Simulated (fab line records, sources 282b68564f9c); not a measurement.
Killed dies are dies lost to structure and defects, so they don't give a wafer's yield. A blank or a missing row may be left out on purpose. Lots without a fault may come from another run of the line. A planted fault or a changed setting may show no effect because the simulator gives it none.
A struck lot beside a sound one | flow rit_cmos | 30 steps out of a route of 202
Sound: wafers L850.2, L850.3, L850.4. Struck: wafer L843.3. (L843.2, L843.6 of the same lot were not struck and are left out.) The cause comes at the end.
At each step with rows: each side's tool, then ch and its chambers, then its first start. Under that, the readings that differ: sound wafers | struck wafers | difference of the means | sigmas: that difference in standard deviations of wafers without a fault.
alike: readings whose means differ by less than 2 such deviations, and words and numbers that are the same on both sides. not compared: withheld readings, readings that some wafer has no value for, bounds like >300 that may hide the same value, and numbers for which the record gives no deviation and whose values overlap.
The two part at a step that has a row with sigmas, a row that says differs or no value, or rows on one side only. Numbers that don't overlap but have no deviation are shown without sigmas and don't part them. A reading that every wafer of one side lacks parts them only if that side has two wafers or more.

first, 6 steps without rows for these wafers: RIT_SDANNEAL_RTA_03 (time 5 s); RIT_SILICIDE_WET_ETCH_00 (etches SiO2 in BOE, target depth 14 nm, time 15 s); RIT_SILICIDE_SPUTTER_01 (material Ti, target thk 30 nm, time 240 s); RIT_SILICIDE_RTA_04 (time 10 s, ramp up 5 s, ramp down 5 s); RIT_SILICIDE_WET_ETCH_05 (etches Ti in SPM, time 120 s); RIT_SILICIDE_RTA_06 (time 10 s, ramp up 5 s, ramp down 10 s).
RIT_CONTACT_CVD_00: deposits SiO2 from TEOS, target thk 400 nm, time 61 s.
  sound on pecvd-03 ch 0,1,2, day 7 18:27; struck on pecvd-04 ch 1, day 6 06:01
  reading                                  | sound             | struck | difference | sigmas
  run_length_s (s)                         | 87.9 88.4 89.6    | 75.2   | -13.4      | -19
  model.SiO2_of_CONTACT_CVD_00.thk_nm (nm) | 392.3 395.4 392.7 | 319.4  | -74.1      |
  alike: heater_power_w
RIT_CONTACT_THK_MEAS_01:
  sound on film_metro-04, day 7 18:31; struck on film_metro-01, day 6 06:04
  reading               | sound       | struck | difference | sigmas
  CONTACT_TEOS_THK (nm) | 392 395 392 | 320    | -73        | -13
then, 7 steps without rows for these wafers: RIT_CONTACT_HMDS_02 (prime time 60 s); RIT_CONTACT_COAT_03 (resist thk 983.7 nm); RIT_CONTACT_SOFTBAKE_04 (time 60 s); RIT_CONTACT_EXPOSE_05 (exposes mask M11, target cd 1000 nm); RIT_CONTACT_PEB_06; RIT_CONTACT_DEVELOP_07 (develop time 120 s); RIT_CONTACT_HARDBAKE_10 (time 60 s).
RIT_CONTACT_ETCH_11: etches SiO2 in CHF3/CF4/Ar, stops on TiSi2, target depth 480 nm, time 320 s.
  sound on rie_diel-03 ch 0,1,2, day 7 19:52; struck on rie_diel-01 ch 2, day 6 07:24
  reading                             | sound             | struck | difference | sigmas
  rf_hours_counter_h (h)              | 5 13 9            | 74     | +65        |
  model.etch.depth_nm (nm)            | 392.3 395.4 392.7 | 319.4  | -74.1      |
  model.CONTACT.feature_depth_nm (nm) | 392.3 395.4 392.7 | 319.4  | -74.1      |
  alike: drypump_motor_current_A, oes_product_au, throttle_valve_pct
then, 11 steps without rows for these wafers: RIT_CONTACT_STRIP_12 (strips in O2, time 180 s); RIT_CONTACT_CLEAN_13 (cleans in SC1, time 600 s); RIT_CONTACT_CLEAN_14 (cleans in SC2, time 600 s); RIT_M1_SPUTTER_00 (material Al, target thk 400 nm, time 500 s); RIT_M1_HMDS_03 (prime time 60 s); RIT_M1_COAT_04 (resist thk 1300 nm); RIT_M1_SOFTBAKE_05 (time 60 s); RIT_M1_EXPOSE_06 (exposes mask M12, target cd 2600 nm); RIT_M1_PEB_07; RIT_M1_DEVELOP_08 (develop time 68 s); RIT_M1_HARDBAKE_11 (time 120 s).
RIT_M1_METAL_ETCH_12: etches Al in Cl2/BCl3, stops on SiO2, time 165 s, target depth 600 nm.
  sound on rie_metal-02 ch 0,1, day 7 22:29; struck on rie_metal-03 ch 0, day 6 10:01
  reading                                  | sound             | struck | difference | sigmas
  model.SiO2_of_CONTACT_CVD_00.thk_nm (nm) | 354.5 357.6 355.8 | 281.4  | -74.6      |
  alike: drypump_motor_current_A, oes_product_au, throttle_valve_pct
  not compared: rf_hours_counter_h
then, 1 step without rows for these wafers: RIT_M1_STRIP_13 (strips in nmp, time 600 s).
RIT_M1_PROBE_99:
  sound on prober-01, day 8 00:47; struck on prober-02, day 6 12:23
  reading                                    | sound                     | struck   | difference | sigmas
  killed_at_contacts                         | 0 0 0                     | 1        | +1         | +4
  model.etest.field_p_metal.vt_v (V)         | -29.71 -29.84 -30.05      | -24.71   | +5.16      |
  model.etest.nmos_0p15.junction_log10_a_um  | -13.51 -13.53 -13.37      | -12.91   | +0.56      |
  model.etest.nmos_narrow.off_log10_a_um     | -13.15 -13.23 -13.36      | -12.89   | +0.36      |
  model.etest.nmos_0p3.off_log10_a_um        | -13.07 -13.18 -13.21      | -12.85   | +0.30      |
  model.etest.gate_end_array.leak_log10_a_um | -12.92 -13.01 -12.93      | -12.73   | +0.22      |
  model.etest.antenna_contact.vt_shift_v (V) | -0.0125 -0.01082 -0.01273 | -0.01666 | -0.00464   |
  alike: killed_at_front_end, killed_dies, killed_open, killed_short

WHERE THEY PART
First at RIT_CONTACT_CVD_00; last, within this record, at RIT_M1_PROBE_99.

WHY: what the simulator had put in
Process parameter drift: pecvd-04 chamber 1, from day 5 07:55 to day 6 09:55, at RIT_CONTACT_CVD_00. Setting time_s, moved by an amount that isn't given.
